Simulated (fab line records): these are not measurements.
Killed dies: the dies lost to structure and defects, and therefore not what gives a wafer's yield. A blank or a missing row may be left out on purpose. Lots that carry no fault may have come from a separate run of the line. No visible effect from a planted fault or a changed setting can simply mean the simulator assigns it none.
Check of tool commonality / flow berkeleyCmos170 / Sample size 14 lots and 42 wafers

REASON IT WAS OPENED
At UCB170_PLDD_TW_MEAS_11 the reading PLDD_TW is flagged on 2 of 14 lots. No-fault wafers: 1008, standard deviation 8.3.
Rule: a lot gets a flag if all its wafers with a number sit over 4 standard deviations from that mean, or if no wafer of it has a number. As for the other lots, they are considered sound.

lot=L524; measured=day 7 02:09; on=filmMetro-01; PLDD_TW, wafer by wafer=996 1001 998; flag=
lot=L526; measured=day 7 16:51; on=filmMetro-01; PLDD_TW, wafer by wafer=992 992 999; flag=
lot=L525; measured=day 7 16:56; on=filmMetro-03; PLDD_TW, wafer by wafer=1019 1012 1017; flag=
lot=L528; measured=day 8 03:48; on=filmMetro-02; PLDD_TW, wafer by wafer=1009 1009 1006; flag=
lot=L531; measured=day 8 18:10; on=filmMetro-03; PLDD_TW, wafer by wafer=1016 1015 1012; flag=
lot=L530; measured=day 8 18:38; on=filmMetro-03; PLDD_TW, wafer by wafer=1012 1014 1014; flag=
lot=L536; measured=day 9 22:12; on=filmMetro-03; PLDD_TW, wafer by wafer=1011 1011 1019; flag=
lot=L538; measured=day 10 13:33; on=filmMetro-03; PLDD_TW, wafer by wafer=943 941 941; flag=FLAGGED
lot=L540; measured=day 10 13:50; on=filmMetro-02; PLDD_TW, wafer by wafer=1011 1005 1014; flag=
lot=L539; measured=day 10 13:56; on=filmMetro-03; PLDD_TW, wafer by wafer=938 940 938; flag=FLAGGED
lot=L542; measured=day 11 05:00; on=filmMetro-01; PLDD_TW, wafer by wafer=999 997 998; flag=
lot=L541; measured=day 11 05:16; on=filmMetro-02; PLDD_TW, wafer by wafer=1019 1014 1012; flag=
lot=L544; measured=day 12 01:14; on=filmMetro-02; PLDD_TW, wafer by wafer=1015 1006 1008; flag=
lot=L547; measured=day 12 17:14; on=filmMetro-02; PLDD_TW, wafer by wafer=1008 1015 1000; flag=
On average the flagged lots' numbers are 940, which is -68 against the usual, or -8 standard deviations.

WHICH TOOL RAN EACH LOT
The record holds 3 process steps before the reading, out of a route of 331 steps. Every cell lists first the tool, next ch and the chambers used by the sampled wafers, and last the start.
lot=L524; flag=; UCB170_ZERO_ETCH_06=rieDiel-01 ch 1,2,3, day 1 23:24; UCB170_NVT_STRIP_08=plasmaAsher-02 ch 0,1, day 6 05:40; UCB170_PLDD_IMPLANT_09=implanter-03 ch 0, day 7 01:54
lot=L526; flag=; UCB170_ZERO_ETCH_06=rieDiel-03 ch 0,1,3, day 2 09:40; UCB170_NVT_STRIP_08=plasmaAsher-03 ch 0,1, day 6 18:55; UCB170_PLDD_IMPLANT_09=implanter-03 ch 0, day 7 16:38
lot=L525; flag=; UCB170_ZERO_ETCH_06=rieDiel-03 ch 0,1,2, day 2 04:55; UCB170_NVT_STRIP_08=plasmaAsher-03 ch 0,1, day 6 18:19; UCB170_PLDD_IMPLANT_09=implanter-04 ch 0, day 7 16:41
lot=L528; flag=; UCB170_ZERO_ETCH_06=rieDiel-04 ch 0,2, day 2 22:23; UCB170_NVT_STRIP_08=plasmaAsher-03 ch 0,1, day 7 08:35; UCB170_PLDD_IMPLANT_09=implanter-04 ch 0, day 8 03:33
lot=L531; flag=; UCB170_ZERO_ETCH_06=rieDiel-04 ch 0,1,3, day 3 06:21; UCB170_NVT_STRIP_08=plasmaAsher-01 ch 0,1, day 7 21:44; UCB170_PLDD_IMPLANT_09=implanter-01 ch 0, day 8 17:56
lot=L530; flag=; UCB170_ZERO_ETCH_06=rieDiel-03 ch 0,3, day 3 06:19; UCB170_NVT_STRIP_08=plasmaAsher-02 ch 0, day 7 21:26; UCB170_PLDD_IMPLANT_09=implanter-03 ch 0, day 8 18:24
lot=L536; flag=; UCB170_ZERO_ETCH_06=rieDiel-01 ch 0,1,2, day 4 11:21; UCB170_NVT_STRIP_08=plasmaAsher-03 ch 0,1, day 8 19:48; UCB170_PLDD_IMPLANT_09=implanter-03 ch 0, day 9 21:58
lot=L538; flag=FLAGGED; UCB170_ZERO_ETCH_06=rieDiel-03 ch 0,1, day 4 17:04; UCB170_NVT_STRIP_08=plasmaAsher-01 ch 0,1, day 9 18:11; UCB170_PLDD_IMPLANT_09=implanter-04 ch 0, day 10 13:18
lot=L540; flag=; UCB170_ZERO_ETCH_06=rieDiel-03 ch 0,1,2, day 5 04:13; UCB170_NVT_STRIP_08=plasmaAsher-02 ch 0,1, day 9 18:29; UCB170_PLDD_IMPLANT_09=implanter-03 ch 0, day 10 13:37
lot=L539; flag=FLAGGED; UCB170_ZERO_ETCH_06=rieDiel-04 ch 1,3, day 4 21:47; UCB170_NVT_STRIP_08=plasmaAsher-03 ch 0,1, day 9 18:32; UCB170_PLDD_IMPLANT_09=implanter-04 ch 0, day 10 13:41
lot=L542; flag=; UCB170_ZERO_ETCH_06=rieDiel-03 ch 1,3, day 5 13:43; UCB170_NVT_STRIP_08=plasmaAsher-02 ch 0,1, day 10 07:44; UCB170_PLDD_IMPLANT_09=implanter-01 ch 0, day 11 04:45
lot=L541; flag=; UCB170_ZERO_ETCH_06=rieDiel-04 ch 0,3, day 5 10:11; UCB170_NVT_STRIP_08=plasmaAsher-01 ch 0,1, day 10 07:49; UCB170_PLDD_IMPLANT_09=implanter-03 ch 0, day 11 05:01
lot=L544; flag=; UCB170_ZERO_ETCH_06=rieDiel-03 ch 0,2,3, day 6 04:32; UCB170_NVT_STRIP_08=plasmaAsher-01 ch 0,1, day 11 06:43; UCB170_PLDD_IMPLANT_09=implanter-01 ch 0, day 12 00:59
lot=L547; flag=; UCB170_ZERO_ETCH_06=rieDiel-04 ch 0,3, day 6 14:34; UCB170_NVT_STRIP_08=plasmaAsher-02 ch 0,1, day 11 18:37; UCB170_PLDD_IMPLANT_09=implanter-03 ch 0, day 12 17:01
What is done by these steps:
- UCB170_ZERO_ETCH_06: etches SiO2 in CHF3/CF4/Ar, time 12 s.
- UCB170_NVT_STRIP_08: strips in O2.
- UCB170_PLDD_IMPLANT_09
- UCB170_PLDD_TW_MEAS_11

FLAGGED OVER TOTAL, TOOL BY TOOL (the gauges that took the reading come last)
step=UCB170_ZERO_ETCH_06; tool=rieDiel-01; lots run=2; flagged=0; share of the flagged lots=none; sound lots run after its first flagged lot=-
step=UCB170_ZERO_ETCH_06; tool=rieDiel-03; lots run=7; flagged=1; share of the flagged lots=some; sound lots run after its first flagged lot=3 (L540,L542,L544)
step=UCB170_ZERO_ETCH_06; tool=rieDiel-04; lots run=5; flagged=1; share of the flagged lots=some; sound lots run after its first flagged lot=2 (L541,L547)
step=UCB170_NVT_STRIP_08; tool=plasmaAsher-01; lots run=4; flagged=1; share of the flagged lots=some; sound lots run after its first flagged lot=2 (L541,L544)
step=UCB170_NVT_STRIP_08; tool=plasmaAsher-02; lots run=5; flagged=0; share of the flagged lots=none; sound lots run after its first flagged lot=-
step=UCB170_NVT_STRIP_08; tool=plasmaAsher-03; lots run=5; flagged=1; share of the flagged lots=some; sound lots run after its first flagged lot=0
step=UCB170_PLDD_IMPLANT_09; tool=implanter-01; lots run=3; flagged=0; share of the flagged lots=none; sound lots run after its first flagged lot=-
step=UCB170_PLDD_IMPLANT_09; tool=implanter-03; lots run=7; flagged=0; share of the flagged lots=none; sound lots run after its first flagged lot=-
step=UCB170_PLDD_IMPLANT_09; tool=implanter-04; lots run=4; flagged=2; share of the flagged lots=all; sound lots run after its first flagged lot=0
step=UCB170_PLDD_TW_MEAS_11; tool=filmMetro-01; lots run=3; flagged=0; share of the flagged lots=none; sound lots run after its first flagged lot=-
step=UCB170_PLDD_TW_MEAS_11; tool=filmMetro-02; lots run=5; flagged=0; share of the flagged lots=none; sound lots run after its first flagged lot=-
step=UCB170_PLDD_TW_MEAS_11; tool=filmMetro-03; lots run=6; flagged=2; share of the flagged lots=all; sound lots run after its first flagged lot=0

WHAT THE TABLE PERMITS
Rows of the table that ran all the flagged lots, 2 in number: implanter-04 at UCB170_PLDD_IMPLANT_09; filmMetro-03 at UCB170_PLDD_TW_MEAS_11.
- implanter-04 at UCB170_PLDD_IMPLANT_09 ran 4 lots, 2 of them flagged. A fault beginning between L528 (day 8 03:33), its last sound lot, and L538 (day 10 13:18), its first flagged one, fits the data. Its own readings lie more than 4 standard deviations out on every wafer of the flagged lots: doseIonsCm2, faradayCurrentUA.
- filmMetro-03 at UCB170_PLDD_TW_MEAS_11 ran 6 lots, 2 of them flagged. A fault beginning between L536 (day 9 22:12), its last sound lot, and L538 (day 10 13:33), its first flagged one, fits the data.
Counting lots can't tell these 2 tools apart, because each fits a fault that began at some hour. More lots, or a look at what each step does to the wafer, might.

WHAT THE SIMULATOR HAD PUT IN
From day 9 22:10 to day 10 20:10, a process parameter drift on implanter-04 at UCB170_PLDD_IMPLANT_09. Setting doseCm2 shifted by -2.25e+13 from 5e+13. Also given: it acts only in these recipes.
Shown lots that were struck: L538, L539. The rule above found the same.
